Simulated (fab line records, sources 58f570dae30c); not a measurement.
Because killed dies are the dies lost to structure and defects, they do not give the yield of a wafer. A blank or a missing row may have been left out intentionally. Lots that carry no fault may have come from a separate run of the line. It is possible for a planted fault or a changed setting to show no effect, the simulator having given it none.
The tool behind it: which one? -- flow berkeley cmos170 -- 14 lots, 42 wafers sampled, at 4 steps of a route of 331

== WHAT EACH GAUGE READ, for each wafer ==
UCB170_NSD_CD_MEAS_06: target cd 1200 nm. Usual: 1199.5 nm for cd nm, sd 1.2.
lot,measured,on,cd nm (nm),flag
L848,day 6 11:22,cd sem-01,1199.2 1198.5 1199.1,
L849,day 7 01:16,cd sem-01,1199.4 1197.5 1199.5,
L853,day 7 07:58,cd sem-01,1198.0 1199.0 1198.7,
L852,day 7 08:06,cd sem-01,1198.3 1200.4 1200.5,
L854,day 7 21:33,cd sem-01,1198.2 1197.1 1200.5,
L856,day 8 04:42,cd sem-02,1199.6 1198.7 1198.2,
L858,day 8 07:16,cd sem-02,1199.2 1198.8 1199.1,
L857,day 8 07:32,cd sem-02,1200.7 1199.1 1200.8,
L864,day 10 00:34,cd sem-01,1201.5 1201.9 1199.9,
L867,day 10 00:50,cd sem-02,1198.4 1196.6 1196.9,
L868,day 11 00:54,cd sem-02,1197.9 1198.0 1198.8,
L870,day 11 01:08,cd sem-01,1198.8 1199.8 1198.8,
L869,day 11 01:38,cd sem-02,1199.4 1198.5 1197.9,
L871,day 11 12:35,cd sem-01,1201.3 1199.7 1199.4,

UCB170_M2_CD_MEAS_15: target cd 700 nm. Usual: 700.2 nm for cd nm, sd 1.6.
lot,measured,on,cd nm (nm),flag
L848,day 7 08:23,cd sem-01,700.9 699.0 701.7,
L849,day 7 20:59,cd sem-01,701.6 701.7 699.2,
L853,day 8 08:20,cd sem-02,699.1 699.4 698.4,
L852,day 8 08:05,cd sem-01,702.1 701.6 700.8,
L854,day 8 17:45,cd sem-02,698.0 699.0 696.6,
L856,day 9 01:43,cd sem-01,697.7 697.7 697.7,
L858,day 9 05:03,cd sem-02,698.3 699.0 698.9,
L857,day 9 05:18,cd sem-02,698.1 696.6 697.4,
L864,day 10 21:29,cd sem-01,- - -,OFF
L867,day 10 21:45,cd sem-02,- - -,OFF
L868,day 11 21:45,cd sem-02,701.2 701.6 700.1,
L870,day 11 21:10,cd sem-01,701.7 700.9 700.1,
L869,day 11 21:22,cd sem-02,701.6 703.6 702.2,
L871,day 12 10:43,cd sem-02,700.9 699.8 700.1,

== TOOL THAT RAN EACH LOT (tool first, then ch and the chambers of the sampled wafers, then the start) ==
lot,UCB170_CONTACT_STRIP_06,UCB170_M2_PEB_13
L848,"plasma asher-03 ch 0,1, day 6 18:03","litho track-02 ch 0, day 7 08:08"
L849,"plasma asher-03 ch 0,1, day 7 06:10","litho track-02 ch 0, day 7 20:43"
L853,"plasma asher-02 ch 0,1, day 7 14:15","litho track-02 ch 0, day 8 08:04"
L852,"plasma asher-03 ch 0,1, day 7 14:25","litho track-02 ch 0, day 8 07:49"
L854,"plasma asher-03 ch 0,1, day 8 02:26","litho track-02 ch 0, day 8 17:28"
L856,"plasma asher-02 ch 0,1, day 8 10:56","litho track-02 ch 0, day 9 01:26"
L858,"plasma asher-03 ch 0,1, day 8 15:59","litho track-01 ch 0, day 9 04:47"
L857,"plasma asher-01 ch 0,1, day 8 15:55","litho track-02 ch 0, day 9 05:01"
L864,"plasma asher-02 ch 0,1, day 10 06:52","litho track-02, day 10 21:12"
L867,"plasma asher-01 ch 0,1, day 10 06:52","litho track-02, day 10 21:29"
L868,"plasma asher-02 ch 0,1, day 11 07:53","litho track-03 ch 0, day 11 21:29"
L870,"plasma asher-01 ch 0,1, day 11 08:53","litho track-01 ch 0, day 11 20:54"
L869,"plasma asher-03 ch 0,1, day 11 09:04","litho track-02 ch 0, day 11 21:07"
L871,"plasma asher-03 ch 0,1, day 11 17:53","litho track-01 ch 0, day 12 10:26"
- UCB170_CONTACT_STRIP_06: strips in O2.
- UCB170_M2_PEB_13

== AS READ BY THE TOOLS THEMSELVES (means over the sampled wafers that have a number; for cases with no such wafer, the mark the record gives instead) ==
UCB170_CONTACT_STRIP_06. Usual: drypump motor current A 5.6 A, standard deviation 0.34; o2 flow sccm 399.9 sccm, standard deviation 1.1; oes product au 0.735 a.u., standard deviation 0.0046; strip time to endpoint s 21.97 s, standard deviation 0.047.
lot,tool,drypump motor current A (A),o2 flow sccm (sccm),oes product au (a.u.),strip time to endpoint s (s),flag
L848,plasma asher-03,5.4,400.1,0.734,22.01,
L849,plasma asher-03,5.4,400.3,0.734,21.93,
L853,plasma asher-02,5.7,401.1,0.737,21.96,
L852,plasma asher-03,5.5,400.8,0.735,22.02,
L854,plasma asher-03,5.5,400.7,0.736,21.99,
L856,plasma asher-02,5.7,399.7,0.732,21.92,
L858,plasma asher-03,5.4,399.4,0.739,21.98,
L857,plasma asher-01,5.7,398.5,0.737,21.91,
L864,plasma asher-02,5.7,400.8,0.734,21.96,
L867,plasma asher-01,5.7,400.4,0.733,21.93,
L868,plasma asher-02,5.7,400.5,0.734,22.01,
L870,plasma asher-01,5.7,399.8,0.738,21.99,
L869,plasma asher-03,5.5,399.7,0.738,21.97,
L871,plasma asher-03,5.4,400.0,0.738,21.99,

UCB170_M2_PEB_13. Usual: chill plate temp C 23.01 C, standard deviation 0.1; exhaust pa 45.0 Pa, standard deviation 0.78; plate temp C 130.02 C, standard deviation 0.14; resist line temp C 23.00 C, standard deviation 0.12.
lot,tool,chill plate temp C (C),exhaust pa (Pa),plate temp C (C),resist line temp C (C),flag
L848,litho track-02,22.99,45.4,130.15,23.05,
L849,litho track-02,22.86,45.6,130.18,23.05,
L853,litho track-02,22.99,44.8,130.02,23.05,
L852,litho track-02,22.97,45.6,130.01,23.12,
L854,litho track-02,22.97,44.5,130.11,22.86,
L856,litho track-02,23.16,45.6,129.88,23.03,
L858,litho track-01,23.02,45.9,129.90,23.06,
L857,litho track-02,23.06,44.3,130.20,23.07,
L864,litho track-02,-,-,-,-,OFF
L867,litho track-02,-,-,-,-,OFF
L868,litho track-03,23.02,45.5,129.96,22.81,
L870,litho track-01,23.01,45.9,130.21,22.89,
L869,litho track-02,23.20,44.6,130.01,22.83,
L871,litho track-01,22.94,45.1,129.97,23.02,

== THE ANSWER, worked out from the rows above alone ==
Rule: take the mean of a lot's wafers that have a number; if it is more than 3 standard deviations from the usual mean, the lot is off. Also off: a lot with no number at a reading for which 4 or more lots have one. The other lots that the step has rows for count as sound. Order of review: gauges by route order, followed by the tools' own readings, for which a lot's mean as printed above is used. At the first step where some lot is off, the reading lying furthest off is the one used; lots without a number count as furthest.
Off: L864, L867 (UCB170_M2_CD_MEAS_15, cd nm). Without a number there: L864, L867.
If a tool, at a process step before that reading, ran all the lots that are off and no sound lot after the first of them, it fits. Not tried: the gauges at UCB170_M2_CD_MEAS_15; whatever is off there is also off at UCB170_M2_PEB_13, on other tools, and gauge error can't account for it. Of those tried, none fits.

== WHAT WAS PUT IN BY THE SIMULATOR ==
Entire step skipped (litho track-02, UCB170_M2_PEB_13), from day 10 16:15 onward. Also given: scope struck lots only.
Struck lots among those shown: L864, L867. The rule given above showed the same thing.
